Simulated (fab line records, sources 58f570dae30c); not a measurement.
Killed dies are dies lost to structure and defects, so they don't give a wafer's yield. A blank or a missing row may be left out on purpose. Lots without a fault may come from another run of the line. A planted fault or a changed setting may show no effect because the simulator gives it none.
fab line records | flow berkeley_cmos170
record lots=6 wafers=18 last_day=11
route steps=331 shown V1@260 M2@271
lots that met no fault: from a run of the same line without faults
start_h: hours from the record's first day to the start of the lot's first wafer shown | wait_h: hours since the lot's step before | " the same as in the row above | L1.1+2: a row that stands for several wafers | - no value, or no start given | * or withheld: withheld | < > ~ a bound
route shown NAME@n: a module of which the file shows steps, and the number in the route of the first | usual: mean/standard deviation of fault-free wafers | same: alike in all rows | chamber/n: place in a boat | sites: the reading at each site | _std_site: their standard deviation | _edge_site: outer sites' mean less inner sites' | radius_mm: how far each site lies from the wafer's centre | mask NAME#n: copy n | behind: the tool/chamber that last shaped the wafer | hold: why the lot was held/for how many hours/how that ended | device: the transistor (n, p or np) that didn't switch | end of line: the same wafers' tests at the end of the route | a step without rows: its recipe alone | killed: dies lost to structure and defects at the first sort, not the wafer's yield | map: a wafer's dies, x killed, . not, _ none there
set.NAME: the setting as run; set.NAME@STEP: as run at that earlier step | model.NAME: the simulator's own value behind a step, which no gauge read
lots at some steps of the route; a table a step, a row a wafer
services: from which hour (start_h, from the record's first day; less than 0 if before it) a tool's chamber was out of use, for how many hours, and why
## steps
# step UCB170_V1_HMDS_06
# recipe prime_time_s=60 prime_temp_c=100
# step UCB170_V1_COAT_07
# recipe resist=KrF spin_rpm=1500 resist_thk_nm=900
# step UCB170_V1_SOFTBAKE_08
# recipe resist=KrF temp_c=130 time_s=60
# step UCB170_V1_EXPOSE_09
# recipe mask_id=VIA1 target_cd_nm=700 na=0.5 sigma_outer=0.6 source_shape=conventional dose_mj=37
# step UCB170_V1_PEB_10
# recipe peb_temp_c=130 peb_time_s=withheld resist=KrF
# step UCB170_V1_DEVELOP_11
# recipe developer=TMAH develop_time_s=45 resist=KrF dev_temp_c=21
# step UCB170_V1_CD_MEAS_12
# recipe target_cd_nm=700
# usual cd_nm=700.3/1.3
# columns lot.wafer tool chamber start_h wait_h cd_nm
L766.2 cd_sem-01 - 187.91 - 699.5
L766.3 " - " " 699.2
L766.5 " - " " 700.6
L774.1 cd_sem-02 - 221.65 - 701.5
L774.3 " - " " 700.3
L774.5 " - " " 698.8
L777.1 cd_sem-02 - 240.62 - 701.3
L777.3 " - " " 701.1
L777.6 " - " " 700.5
L778.3 cd_sem-02 - 240.87 - 699.2
L778.4 " - " " 700.0
L778.5 " - " " 699.8
L780.1 cd_sem-01 - 248.25 - 700.4
L780.2 " - " " 702.1
L780.6 " - " " 700.7
L781.2 cd_sem-02 - 256.21 - 699.9
L781.3 " - " " 699.8
L781.4 " - " " 700.3
# step UCB170_V1_OVL_MEAS_13
# usual V1_OVL=-2/6
# columns lot.wafer tool chamber start_h wait_h V1_OVL[nm]
L766.2 overlay-01 - 188.01 0.1 3
L766.3 " - " " 9
L766.5 " - " " 5
L774.1 overlay-02 - 221.77 0.1 -7
L774.3 " - " " -4
L774.5 " - " " -1
L777.1 overlay-02 - 240.74 0.1 0
L777.3 " - " " -4
L777.6 " - " " -4
L778.3 overlay-01 - 240.96 0.1 2
L778.4 " - " " -3
L778.5 " - " " -7
L780.1 overlay-02 - 248.37 0.1 -8
L780.2 " - " " -11
L780.6 " - " " -13
L781.2 overlay-01 - 256.32 0.1 -10
L781.3 " - " " -8
L781.4 " - " " -7
# step UCB170_V1_ETCH_14
# recipe chemistry=CHF3/CF4/Ar target=SiO2 stop_on=Al CHF3_flow_sccm=45 cf4_flow_sccm=15 Ar_flow_sccm=150 pressure_mtorr=200 rf_w=700 target_depth_a=12500 over_etch_frac=0.25 time_s=291
# usual drypump_motor_current_A=5.67/0.28 mfc_ar_sccm=150.0/0.5 oes_product_au=0.872/0.014 throttle_valve_pct=6.99/0.12
# columns lot.wafer tool chamber start_h wait_h drypump_motor_current_A mfc_ar_sccm oes_product_au rf_hours_counter_h throttle_valve_pct
L766.2 rie_diel-04 1 188.04 0.0 5.67 149.7 0.865 6 6.89
L766.3 " 2 " " 5.53 149.2 0.888 143 7.01
L766.5 " 0 " " 5.72 150.4 0.860 - 6.88
L774.1 rie_diel-01 1 221.80 0.0 5.29 150.4 0.890 112 6.87
L774.3 " 2 " " 5.49 149.6 0.859 9 6.88
L774.5 " 3 " " 5.51 149.7 0.885 - 7.23
L777.1 rie_diel-01 2 240.78 0.0 5.49 150.6 0.844 10 6.88
L777.3 " 3 " " 5.52 149.2 0.875 91 7.25
L777.6 " 2 " " 5.49 150.2 0.847 - 6.90
L778.3 rie_diel-02 2 240.99 0.0 5.79 149.8 0.852 36 6.91
L778.4 " 0 " " 5.11 149.5 0.870 82 6.96
L778.5 " 0 " " 5.11 149.2 0.869 - 6.96
L780.1 rie_diel-02 0 248.41 0.0 5.07 150.7 0.863 83 6.96
L780.2 " 1 " " 5.97 149.9 0.881 51 6.95
L780.6 " 1 " " 5.96 150.7 0.879 - 6.93
L781.2 rie_diel-02 2 256.35 0.0 5.78 149.8 0.851 37 6.92
L781.3 " 3 " " 6.08 150.2 0.860 25 7.01
L781.4 " 0 " " 5.07 149.2 0.867 83 6.95
# step UCB170_V1_STRIP_15
# recipe chemistry=O2 power_w=400 pressure_mtorr=3500 platen_temp_c=withheld o2_flow_sccm=400 overash_fraction=0.5
# usual drypump_motor_current_A=5.7/0.38 oes_product_au=0.721/0.0048 strip_time_to_endpoint_s=15.33/0.12
# columns lot.wafer tool chamber start_h wait_h drypump_motor_current_A oes_product_au rf_hours_counter_h strip_time_to_endpoint_s
L766.2 plasma_asher-04 1 188.22 0.1 5.5 0.724 41 15.19
L766.3 " 0 " " 5.5 0.716 - 15.36
L766.5 " 0 " " 5.4 0.722 - 15.43
L774.1 plasma_asher-01 0 221.98 0.1 6.7 0.727 11 15.31
L774.3 " 0 " " 6.7 0.724 - 15.50
L774.5 " 0 " " 6.7 0.724 - 15.35
L777.1 plasma_asher-04 0 240.95 0.1 5.5 0.721 47 15.35
L777.3 " 0 " " 5.5 0.716 - 15.47
L777.6 " 1 " " 5.5 0.723 - 15.39
L778.3 plasma_asher-03 0 241.20 0.1 5.7 0.726 - 15.30
L778.4 " 1 " " 5.9 0.714 - 15.35
L778.5 " 0 " " 5.7 0.724 - 15.35
L780.1 plasma_asher-03 1 248.58 0.1 5.9 0.718 54 15.22
L780.2 " 0 " " 5.7 0.719 54 15.43
L780.6 " 0 " " 5.7 0.724 - 15.42
L781.2 plasma_asher-01 1 256.53 0.1 5.5 0.717 15 15.18
L781.3 " 0 " " 6.7 0.718 - 15.32
L781.4 " 1 " " 5.5 0.716 - 15.09
# step UCB170_V1_CD_MEAS_90
# recipe target_cd_nm=700
# usual cd_nm=700.3/1.6
# columns lot.wafer tool chamber start_h wait_h cd_nm
L766.2 cd_sem-02 - 188.34 0.1 700.1
L766.3 " - " " 698.2
L766.5 " - " " 700.1
L774.1 cd_sem-02 - 222.08 0.1 701.2
L774.3 " - " " 700.2
L774.5 " - " " 698.3
L777.1 cd_sem-02 - 241.05 0.1 700.9
L777.3 " - " " 701.1
L777.6 " - " " 700.2
L778.3 cd_sem-02 - 241.33 0.1 701.0
L778.4 " - " " 699.9
L778.5 " - " " 700.6
L780.1 cd_sem-02 - 248.68 0.1 700.8
L780.2 " - " " 701.7
L780.6 " - " " 701.0
L781.2 cd_sem-02 - 256.65 0.1 700.8
L781.3 " - " " 700.0
L781.4 " - " " 700.6
# step UCB170_M2_PRE_CLEAN_00
# recipe gas=Ar preclean_etch_time_s=60
# step UCB170_M2_SPUTTER_01
# recipe material=Al target_thk_nm=900 time_s=120 power_w=6000 chamber_pressure_pa=0.5
# usual throttle_valve_pct=30.3/1.1
# columns lot.wafer tool chamber start_h wait_h throttle_valve_pct model.Al_of_M2_SPUTTER_01.thk_nm
L766.2 pvd_sputter-04 - 188.51 0.0 29.4 897
L766.3 " - " " 28.8 907.5
L766.5 " - " " 29.2 910
L774.1 pvd_sputter-04 - 222.27 0.0 30.7 903.9
L774.3 " - " " 29.6 899
L774.5 " - " " 30.8 1210
L777.1 pvd_sputter-04 - 241.24 0.0 31.0 1192
L777.3 " - " " 30.8 890.1
L777.6 " - " " 31.0 1191
L778.3 pvd_sputter-01 - 241.48 0.0 30.4 884.3
L778.4 " - " " 30.0 876.3
L778.5 " - " " 30.3 882.8
L780.1 pvd_sputter-03 - 248.87 0.0 30.1 891
L780.2 " - " " 32.7 902
L780.6 " - " " 32.8 901.1
L781.2 pvd_sputter-03 - 256.81 0.0 30.0 888.7
L781.3 " - " " 28.1 894.1
L781.4 " - " " 30.0 898.9
# step UCB170_M2_RS_MEAS_02
# recipe thk_meas_gauge=four-point-probe reads=Al_of_M2_SPUTTER_01
# usual M2_AL_RS=0.03237/0.00029
# columns lot.wafer tool chamber start_h wait_h M2_AL_RS[ohm/sq]
L766.2 film_metro-01 - 188.61 0.1 0.03232
L766.3 " - " " 0.03187
L766.5 " - " " 0.03191
L774.1 film_metro-04 - 222.35 0.0 0.03196
L774.3 " - " " 0.03211
L774.5 " - " " 0.02379
L777.1 film_metro-03 - 241.32 0.0 0.02418
L777.3 " - " " 0.03251
L777.6 " - " " 0.02421
L778.3 film_metro-01 - 241.60 0.1 0.03286
L778.4 " - " " 0.03301
L778.5 " - " " 0.03289
L780.1 film_metro-04 - 248.95 0.0 0.03241
L780.2 " - " " 0.03202
L780.6 " - " " 0.03207
L781.2 film_metro-03 - 257.20 0.3 0.03264
L781.3 " - " " 0.03246
L781.4 " - " " 0.03218
# step UCB170_M2_THK_MEAS_03
# recipe thk_meas_gauge=xrf reads=Al_of_M2_SPUTTER_01
# usual M2_AL_THK=898/8.3
# columns lot.wafer tool chamber start_h wait_h M2_AL_THK[nm]
L766.2 film_metro-01 - 188.72 0.1 900
L766.3 " - " " 916
L766.5 " - " " 913
L774.1 film_metro-04 - 222.47 0.1 901
L774.3 " - " " 899
L774.5 " - " " 1203
L777.1 film_metro-03 - 241.44 0.1 1196
L777.3 " - " " 891
L777.6 " - " " 1200
L778.3 film_metro-01 - 241.70 0.1 892
L778.4 " - " " 888
L778.5 " - " " 888
L780.1 film_metro-04 - 249.07 0.1 895
L780.2 " - " " 910
L780.6 " - " " 908
L781.2 film_metro-03 - 257.31 0.1 893
L781.3 " - " " 894
L781.4 " - " " 904
# step UCB170_M2_HMDS_04
# recipe prime_time_s=60 prime_temp_c=100
# step UCB170_M2_COAT_05
# recipe resist=KrF spin_rpm=1500 resist_thk_nm=900
# step UCB170_M2_SOFTBAKE_06
# recipe resist=KrF temp_c=130 time_s=60
# step UCB170_M2_STRIP_07
# recipe chemistry=O2 power_w=400 pressure_mtorr=3500 platen_temp_c=withheld o2_flow_sccm=400 overash_fraction=0.5
# usual drypump_motor_current_A=5.8/0.61 oes_product_au=0.734/0.0044 strip_time_to_endpoint_s=21.94/0.058
# columns lot.wafer tool chamber start_h wait_h drypump_motor_current_A oes_product_au rf_hours_counter_h strip_time_to_endpoint_s
L766.2 plasma_asher-01 1 189.22 0.1 5.5 0.730 7 21.94
L766.3 " 0 " " 6.7 0.735 - 21.96
L766.5 " 1 " " 5.5 0.739 - 21.96
L774.1 plasma_asher-03 0 223.76 0.1 5.7 0.732 51 21.94
L774.3 " 1 " " 5.9 0.737 - 21.91
L774.5 " 1 " " 5.8 0.728 - 21.96
L777.1 plasma_asher-01 1 241.95 0.1 5.5 0.740 13 22.01
L777.3 " 0 " " 6.7 0.734 - 22.04
L777.6 " 1 " " 5.5 0.735 - 21.98
L778.3 plasma_asher-03 1 242.23 0.1 5.9 0.729 - 21.84
L778.4 " 0 " " 5.6 0.726 - 21.85
L778.5 " 0 " " 5.7 0.731 - 21.96
L780.1 plasma_asher-01 1 251.05 0.1 5.5 0.730 15 21.80
L780.2 " 0 " " 6.7 0.734 15 21.84
L780.6 " 1 " " 5.5 0.736 - 21.88
L781.2 plasma_asher-01 0 257.81 0.1 6.7 0.737 15 21.97
L781.3 " 1 " " 5.5 0.736 - 21.94
L781.4 " 0 " " 6.7 0.734 - 21.97
# step UCB170_M2_STRIP_08
# recipe chemistry=DMSO temp_c=80 time_s=600 material=KrF
# step UCB170_M2_COAT_09
# recipe resist=BARC temp_c=withheld time_s=withheld spin_rpm=3000 resist_thk_nm=withheld
# step UCB170_M2_COAT_10
# recipe resist=KrF spin_rpm=1500 resist_thk_nm=900
# step UCB170_M2_SOFTBAKE_11
# recipe resist=KrF temp_c=130 time_s=60
# step UCB170_M2_EXPOSE_12
# recipe mask_id=METAL2 target_cd_nm=700 na=0.5 sigma_outer=0.6 source_shape=conventional dose_mj=26
# step UCB170_M2_PEB_13
# recipe peb_temp_c=130 peb_time_s=withheld resist=KrF
# step UCB170_M2_DEVELOP_14
# recipe developer=TMAH develop_time_s=45 resist=KrF dev_temp_c=21
# step UCB170_M2_CD_MEAS_15
# recipe target_cd_nm=700
# usual cd_nm=699.4/1.5
# columns lot.wafer tool chamber start_h wait_h cd_nm
L766.2 cd_sem-02 - 190.53 - 699.7
L766.3 " - " " 700.3
L766.5 " - " " 698.9
L774.1 cd_sem-02 - 225.66 - 699.9
L774.3 " - " " 700.5
L774.5 " - " " 700.4
L777.1 cd_sem-02 - 243.44 - 699.3
L777.3 " - " " 698.8
L777.6 " - " " 699.9
L778.3 cd_sem-01 - 245.07 - 697.2
L778.4 " - " " 699.2
L778.5 " - " " 697.4
L780.1 cd_sem-02 - 253.32 - 698.1
L780.2 " - " " 697.8
L780.6 " - " " 699.5
L781.2 cd_sem-02 - 260.21 - 697.2
L781.3 " - " " 698.2
L781.4 " - " " 699.8
# step UCB170_M2_OVL_MEAS_16
# usual M2_OVL=-1/4.5
# columns lot.wafer tool chamber start_h wait_h M2_OVL[nm]
L766.2 overlay-02 - 190.64 0.1 2
L766.3 " - " " -1
L766.5 " - " " 3
L774.1 overlay-01 - 225.78 0.1 1
L774.3 " - " " 11
L774.5 " - " " 2
L777.1 overlay-02 - 243.56 0.1 -3
L777.3 " - " " -3
L777.6 " - " " 1
L778.3 overlay-02 - 245.17 0.1 4
L778.4 " - " " -1
L778.5 " - " " 3
L780.1 overlay-01 - 253.44 0.1 4
L780.2 " - " " 2
L780.6 " - " " 4
L781.2 overlay-02 - 260.32 0.1 -4
L781.3 " - " " -9
L781.4 " - " " -6
# step UCB170_M2_ETCH_17
# recipe chemistry=N2/H2 target_depth_a=withheld overetch_a=withheld target=BARC time_s=withheld source_w=500 bias_w=100 pressure_mtorr=30 n2_flow_sccm=100 h2_flow_sccm=200
# usual drypump_motor_current_A=5.6/0.37 oes_product_au=0.997/0.022 throttle_valve_pct=13.39/0.18
# columns lot.wafer tool chamber start_h wait_h drypump_motor_current_A oes_product_au throttle_valve_pct
L766.2 rie_diel-01 2 190.67 0.0 5.5 0.960 13.12
L766.3 " 3 " " 5.5 1.013 13.71
L766.5 " 3 " " 5.5 1.018 13.71
L774.1 rie_diel-03 3 225.81 0.0 6.2 1.007 13.61
L774.3 " 1 " " 5.7 0.976 13.47
L774.5 " 3 " " 6.2 1.007 13.60
L777.1 rie_diel-02 2 243.59 0.0 5.8 0.986 13.16
L777.3 " 1 " " 6.0 1.012 13.36
L777.6 " 0 " " 5.1 1.019 13.33
L778.3 rie_diel-01 2 245.19 0.0 5.5 0.952 13.13
L778.4 " 1 " " 5.3 1.022 13.19
L778.5 " 1 " " 5.3 1.013 13.17
L780.1 rie_diel-01 2 253.48 0.0 5.5 0.956 13.12
L780.2 " 1 " " 5.4 1.021 13.18
L780.6 " 0 " " 5.7 1.032 13.50
L781.2 rie_diel-01 2 260.35 0.0 5.5 0.961 13.13
L781.3 " 1 " " 5.3 1.014 13.19
L781.4 " 2 " " 5.5 0.962 13.12
# step UCB170_M2_METAL_ETCH_18
# recipe chemistry=Cl2/BCl3 target=Al stop_on=SiO2 pressure_mtorr=12 target_depth_a=11700 over_etch_frac=0.3 time_s=195 icp_w=600 bias_w=120 Cl2_flow_sccm=90 bcl3_flow_sccm=45
# usual drypump_motor_current_A=5.7/0.6 oes_product_au=0.843/0.014 throttle_valve_pct=24.27/0.28
# columns lot.wafer tool chamber start_h wait_h drypump_motor_current_A oes_product_au rf_hours_counter_h throttle_valve_pct
L766.2 rie_metal-04 1 190.71 - 5.1 0.859 4.3 24.48
L766.3 " 0 " " 6.5 0.834 - 23.83
L766.5 " 1 " " 5.2 0.862 - 24.49
L774.1 rie_metal-01 0 225.85 - 5.2 0.842 0.0 24.32
L774.3 " 0 " " 5.2 0.839 - 24.32
L774.5 " 0 " " 5.2 0.986 - 24.26
L777.1 rie_metal-04 0 243.63 - 6.5 0.943 3.1 23.78
L777.3 " 0 " " 6.5 0.832 - 23.85
L777.6 " 1 " " 5.2 1.000 - 24.42
L778.3 rie_metal-02 0 245.30 - 6.4 0.842 - 24.58
L778.4 " 1 " " 5.9 0.864 - 24.54
L778.5 " 1 " " 5.9 0.856 - 24.55
L780.1 rie_metal-01 1 253.52 - 5.0 0.837 2.5 24.06
L780.2 " 0 " " 5.2 0.838 0.9 24.31
L780.6 " 1 " " 5.0 0.838 - 24.06
L781.2 rie_metal-02 1 260.39 - 5.9 0.861 3.0 24.53
L781.3 " 0 " " 6.3 0.852 - 24.58
L781.4 " 1 " " 5.9 0.872 - 24.55
# step UCB170_M2_STRIP_19
# recipe chemistry=O2 power_w=400 pressure_mtorr=3500 platen_temp_c=withheld o2_flow_sccm=400 overash_fraction=0.5
# usual drypump_motor_current_A=5.9/0.62 oes_product_au=0.545/0.018
# columns lot.wafer tool chamber start_h wait_h drypump_motor_current_A oes_product_au rf_hours_counter_h
L766.2 plasma_asher-03 0 190.90 0.1 5.7 0.551 47
L766.3 " 0 " " 5.7 0.573 -
L766.5 " 1 " " 5.9 0.538 -
L774.1 plasma_asher-01 1 226.10 0.2 5.5 0.527 12
L774.3 " 0 " " 6.6 0.521 -
L774.5 " 0 " " 6.7 0.521 -
L777.1 plasma_asher-01 0 243.82 0.1 6.7 0.567 14
L777.3 " 1 " " 5.5 0.564 -
L777.6 " 0 " " 6.7 0.528 -
L778.3 plasma_asher-02 1 245.45 0.1 4.8 0.539 -
L778.4 " 0 " " 6.4 0.545 -
L778.5 " 0 " " 6.4 0.550 -
L780.1 plasma_asher-01 0 253.71 0.1 6.6 0.545 15
L780.2 " 1 " " 5.5 0.518 15
L780.6 " 1 " " 5.5 0.538 -
L781.2 plasma_asher-01 1 260.58 0.1 5.5 0.536 16
L781.3 " 0 " " 6.7 0.527 -
L781.4 " 1 " " 5.5 0.547 -
## services
# columns tool chamber start_h hours kind
plasma_asher-01 - 168.37 2.7 repair
rie_metal-02 1 169.82 2.5 repair
rie_diel-02 2 171.72 4.4 repair
rie_metal-01 1 171.78 - clean
rie_metal-01 1 171.78 20.0 scheduled_down
rie_metal-01 1 171.78 20.0 vent_cycle
rie_diel-01 3 178.86 1.9 repair
rie_diel-02 1 191.42 1.3 repair
plasma_asher-04 - 194.13 2.8 pm
pvd_sputter-03 - 197.05 1.1 repair
rie_metal-01 0 205.60 - clean
rie_metal-01 0 205.60 14.4 scheduled_down
rie_metal-01 0 205.60 14.4 vent_cycle
rie_diel-01 - 207.72 4.3 pm
rie_diel-02 0 216.04 18.0 repair
rie_diel-04 2 217.07 - clean
rie_diel-04 2 217.07 17.0 scheduled_down
rie_diel-04 2 217.07 17.0 vent_cycle
pvd_sputter-01 - 248.79 1.2 repair
rie_metal-04 1 249.13 1.5 repair
rie_diel-01 0 254.42 3.4 repair
rie_diel-01 3 256.81 11.3 repair
pvd_sputter-03 - 259.93 1.9 repair
## key
first_sign step=UCB170_M2_RS_MEAS_02 reading=M2_AL_RS direction=down sigmas=29 usual=0.03237 struck=0.02406
effect step=UCB170_M2_THK_MEAS_03 reading=M2_AL_THK direction=up sigmas=36 usual=898 struck=1199
effect step=UCB170_M2_METAL_ETCH_18 reading=oes_product_au direction=up sigmas=9.5 usual=0.843 struck=0.976
model_effect step=UCB170_M2_SPUTTER_01 value=Al_of_M2_SPUTTER_01.thk_nm without=897.1 struck=1197
met_at UCB170_M2_SPUTTER_01
struck_wafers L774.5,L777.1,L777.6
later_rows_left_out L777.1,L777.6
sort_left_out L774.5,L777.1,L777.6
fault kind=process_parameter_drift tool=pvd_sputter-04 chamber=- onset_h=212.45 steps=UCB170_M2_SPUTTER_01 channel=target_thk_nm offset=300.33 shape=step end_h=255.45 acts_in=these_recipes_only stated=900 scope=struck_wafers_only
# sort_left_out: the simulated sort isn't trusted on such a fault, so these wafers' sort isn't shown, and their yield isn't known
# later_rows_left_out: the simulator's readings of these wafers behind a module that went badly wrong aren't trusted and aren't shown, but for the sort
